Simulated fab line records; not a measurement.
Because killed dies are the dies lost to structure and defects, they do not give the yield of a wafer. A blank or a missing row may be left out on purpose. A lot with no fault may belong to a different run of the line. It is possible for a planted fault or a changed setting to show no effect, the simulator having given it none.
Code-filled problem report in 8D (eight disciplines) form	flow berkeley-cmos170	the parts of the form that need people (team, actions taken, sign-off) are left out

1. THE ISSUE
At UCB170_SPACER_ETCHBACK_03, run-length-s averages 155.9 s over 2 wafers from 2 lots, while fault-free wafers read 128.2 s, standard deviation 0.51. Measured from the usual mean, that is +54 standard deviations.
The step: etches SiO2 in CHF3/CF4/Ar, stops on Si, target depth 376 nm, time 100 s.
The first sign was on wafer L309.3 at day 8 13:48, on rie-diel-02. At this step, 39 wafers from 13 lots have a number in the record. By rule, "out" or "out of limits" means more than 4 standard deviations away from the usual mean. Any other wafer with a number is counted as sound.

2. WHAT IT IS; WHAT IT IS NOT
question	is	is not
which readings at this step	run-length-s, oes-product-au	drypump-motor-current-A, rf-fwd-power-W, throttle-valve-pct
which lots	L309, L317	L301, L302, L303, L304, L305, L306, L307, L308, L319, L321, L324
which wafers of those lots	L309.3, L317.1	L309.1, L309.2, L317.3, L317.5
read on which tools	rie-diel-02	rie-diel-01, rie-diel-03
when	from day 8 13:48	up to then (26 sound wafers); but 11 sound wafers of L317, L319, L321, L324 came after

3. SUSPECTS, AND WHAT RULES EACH OUT
Counting: if a tool at a process step up to the reading ran every lot that is out, it stays a suspect. Sound lots after the first of them don't rule it out here, since some wafers of a struck lot are sound.
- rie-diel-02 at UCB170_SPACER_ETCHBACK_03 (etches SiO2 in CHF3/CF4/Ar, stops on Si, target depth 376 nm, time 100 s): kept. It processed each lot that is out (first: L309, day 8 13:48); up to then, its last sound lot is L307 (day 7 16:43). Out on those wafers are its own readings of oes-product-au, run-length-s.
- rie-diel-02, UCB170_SPACER_ETCHBACK_03: wafers that are out in chamber 0, sound lot-mates in chambers 1, 3.
Remaining after the count: rie-diel-02 at UCB170_SPACER_ETCHBACK_03.

4. THE CAUSE (what the simulator had put in)
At UCB170_SPACER_ETCHBACK_03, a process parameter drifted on rie-diel-02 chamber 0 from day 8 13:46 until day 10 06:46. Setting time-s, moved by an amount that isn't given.
Counting left only this tool.

5. THE EFFECT CHAIN, in route order
Each row: a reading whose mean over the struck wafers that have a number lies more than 3 standard deviations from the usual. Readings are gone through only where the record gives a usual standard deviation; hours: the median, over the lots, of the time from a lot's start at the first step in this table giving one to that lot's start at this step; sigmas: the change measured in usual standard deviations.
hours	step	reading	usual	on struck wafers	change	sigmas
0	UCB170_SPACER_ETCHBACK_03	oes-product-au	0.905 a.u.	0.770	-0.135	-8.0
0	UCB170_SPACER_ETCHBACK_03	run-length-s	128.2 s	155.9	+27.7	+54
Its process steps:
- UCB170_SPACER_ETCHBACK_03: etches SiO2 in CHF3/CF4/Ar, stops on Si, target depth 376 nm, time 100 s.

6. HOW IT WOULD HAVE BEEN CAUGHT EARLIER
In this record the first reading out of limits was taken at day 8 13:48, 0 hours after the fault began at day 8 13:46.
